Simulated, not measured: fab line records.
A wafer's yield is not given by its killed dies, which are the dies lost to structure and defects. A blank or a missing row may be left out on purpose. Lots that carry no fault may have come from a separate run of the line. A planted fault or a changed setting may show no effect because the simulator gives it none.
Split-lot experiment + flow berkeley_cmos170 + 23 wafers read across 5 lots, on a route 331 steps long

SPLIT DETAILS
At UCB170_M3_SPUTTER_01 (material Al, target thk 900 nm, time 120 s), the setting chamber_pressure_pa was moved away from the recipe's 0.5 Pa on 15 of the 23 wafers read, by -6.9% to +14.9%. This setting was run at the recipe's value on the other wafers.

Reading taken at the split's own step.

THE READING
Al_of_M3_SPUTTER_01.thk_nm (the simulator's own value, which no gauge read), in nm, at UCB170_M3_SPUTTER_01 (material Al, target thk 900 nm, time 120 s). There is no usual value for it anywhere in the file. Across the 8 wafers here that went through the recipe, the average is 896.5 nm and the standard deviation 7.6 nm.

| wafer  | tool, chamber at the split | chamber_pressure_pa as run, Pa | against the recipe | Al_of_M3_SPUTTER_01.thk_nm, nm | against lot-mates on the recipe |
|--------|----------------------------|--------------------------------|--------------------|--------------------------------|---------------------------------|
| L079.2 | pvd_sputter-02, -          | 0.5                            | recipe             | 900.3                          | -                               |
| L079.5 | pvd_sputter-02, -          | 0.5                            | recipe             | 879.7                          | -                               |
| L079.6 | pvd_sputter-02, -          | 0.5                            | recipe             | 905.5                          | -                               |
| L077.1 | pvd_sputter-03, -          | 0.5                            | recipe             | 897.4                          | -                               |
| L077.2 | pvd_sputter-03, -          | 0.5                            | recipe             | 894.4                          | -                               |
| L077.3 | pvd_sputter-03, -          | 0.5                            | recipe             | 900.8                          | -                               |
| L077.5 | pvd_sputter-03, -          | 0.5                            | recipe             | 902.4                          | -                               |
| L077.6 | pvd_sputter-03, -          | 0.5                            | recipe             | 891.6                          | -                               |
| L083.2 | pvd_sputter-01, -          | 0.5744                         | +14.9%             | 853                            | no lot-mate on the recipe       |
| L083.3 | pvd_sputter-01, -          | 0.5744                         | +14.9%             | 862.6                          | no lot-mate on the recipe       |
| L083.4 | pvd_sputter-01, -          | 0.5744                         | +14.9%             | 858.8                          | no lot-mate on the recipe       |
| L083.5 | pvd_sputter-01, -          | 0.5744                         | +14.9%             | 859.7                          | no lot-mate on the recipe       |
| L083.6 | pvd_sputter-01, -          | 0.5744                         | +14.9%             | 855                            | no lot-mate on the recipe       |
| L084.1 | pvd_sputter-01, -          | 0.5224                         | +4.5%              | 878.4                          | no lot-mate on the recipe       |
| L084.2 | pvd_sputter-01, -          | 0.5224                         | +4.5%              | 880.5                          | no lot-mate on the recipe       |
| L084.3 | pvd_sputter-01, -          | 0.5224                         | +4.5%              | 880                            | no lot-mate on the recipe       |
| L084.4 | pvd_sputter-01, -          | 0.5224                         | +4.5%              | 878.3                          | no lot-mate on the recipe       |
| L084.6 | pvd_sputter-01, -          | 0.5224                         | +4.5%              | 876.7                          | no lot-mate on the recipe       |
| L085.1 | pvd_sputter-02, -          | 0.4657                         | -6.9%              | 908.9                          | no lot-mate on the recipe       |
| L085.3 | pvd_sputter-02, -          | 0.4657                         | -6.9%              | 899.5                          | no lot-mate on the recipe       |
| L085.4 | pvd_sputter-02, -          | 0.4657                         | -6.9%              | 929.8                          | no lot-mate on the recipe       |
| L085.5 | pvd_sputter-02, -          | 0.4657                         | -6.9%              | 936.2                          | no lot-mate on the recipe       |
| L085.6 | pvd_sputter-02, -          | 0.4657                         | -6.9%              | 936.9                          | no lot-mate on the recipe       |

FIT RESULTS
A straight line over all 23 wafers: Al_of_M3_SPUTTER_01.thk_nm changes by -2.94 nm for each +1% of chamber_pressure_pa; r = -0.92; the points scatter about the line by 9.8 nm.
Too few moved wafers with a lot-mate on the recipe to fit a line net of each lot's own level.

THE FILE'S OWN FIT
Al_of_M3_SPUTTER_01.thk_nm changes by -2.94 nm for each +1% of chamber_pressure_pa, r = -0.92.
